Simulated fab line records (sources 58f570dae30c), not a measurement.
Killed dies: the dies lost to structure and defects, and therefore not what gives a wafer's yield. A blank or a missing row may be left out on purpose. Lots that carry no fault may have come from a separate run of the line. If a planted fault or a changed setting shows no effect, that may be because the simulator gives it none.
Problem report in the 8D (eight disciplines) form, filled by code / flow berkeleyCmos170 / the parts of the form that need people (team, actions taken, sign-off) are left out

== 1. THE ISSUE ==
Mean V2_TEOS_THK at UCB170_V2_THK_MEAS_01: 3840 nm over 6 wafers in 2 lots; fault-free wafers: 2002 nm, standard deviation 32. Measured from the usual mean, that is +57 standard deviations.
First seen on wafer L726.1, day 11 04:14, on filmMetro-02. The record has a number at this step for 42 wafers belonging to 14 lots. The rule behind "out" and "out of limits": a value lying over 4 standard deviations away from the usual mean. Any other wafer with a number is counted as sound.

== 2. WHAT IT IS, WHAT IT ISN'T ==
question=which readings at this step; is=V2_TEOS_THK; is not=-
question=which lots; is=L726, L727; is not=L707, L708, L709, L710, L713, L714, L715, L717, L718, L720, L721, L725
question=which wafers of those lots; is=all that have a number; is not=-
question=read on which gauges; is=filmMetro-02; is not=filmMetro-01, filmMetro-04
question=when; is=from day 11 04:14; is not=up to then (36 sound wafers)

== 3. WHAT RULES OUT EACH SUSPECT ==
Counting: a tool at any process step up to the reading remains a suspect when it ran all the lots that are out and ran no sound lot after the first of those.
- the gauge at UCB170_V2_THK_MEAS_01: kept. All the wafers that are out were read on filmMetro-02, and no step on other tools shows them out.
- pecvd-02 at UCB170_V2_CVD_00 (deposits SiO2 from TEOS/O2, target thk 2000 nm, time 250 s): kept. It processed each lot that is out, first L726 at day 11 04:05, and no sound lot thereafter; up to then, the last sound lot it processed was L718 at day 10 15:21.
Left after counting: pecvd-02 at UCB170_V2_CVD_00, filmMetro-02 at UCB170_V2_THK_MEAS_01.

== 4. THE CAUSE (what the simulator had put in) ==
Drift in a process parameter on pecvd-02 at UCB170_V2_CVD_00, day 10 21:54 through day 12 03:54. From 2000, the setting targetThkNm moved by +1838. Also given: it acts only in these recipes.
2 suspects survive the count, and this tool is in that group.

== 5. THE CHAIN OF EFFECTS, in route order ==
Each row: a reading whose mean over the struck wafers that have a number lies more than 3 standard deviations from the usual. Only readings for which the record gives a usual standard deviation are gone through. hours: the time from each lot's start at the first step in this table that gives one to its start at this step, as a median over the lots. sigmas: the change in usual standard deviations.
hours=0; step=UCB170_V2_THK_MEAS_01; reading=V2_TEOS_THK; usual=2002 nm; on struck wafers=3840; change=+1838; sigmas=+57

== 6. HOW IT WOULD HAVE BEEN CAUGHT EARLIER ==
Counted from the fault's start at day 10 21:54, it took 6 hours until the first out-of-limits reading at a measuring or inspecting step in this record, taken at day 11 04:14.
An alarm limit of 4 standard deviations would not have fired on the tool readings at UCB170_V2_CVD_00 for which the record gives a usual standard deviation, since none of them was out on any struck wafer.
L727, from the lots that are out (2), started UCB170_V2_CVD_00 on pecvd-02 later than day 11 04:14. It would have been spared by a hold on the tool at that moment.
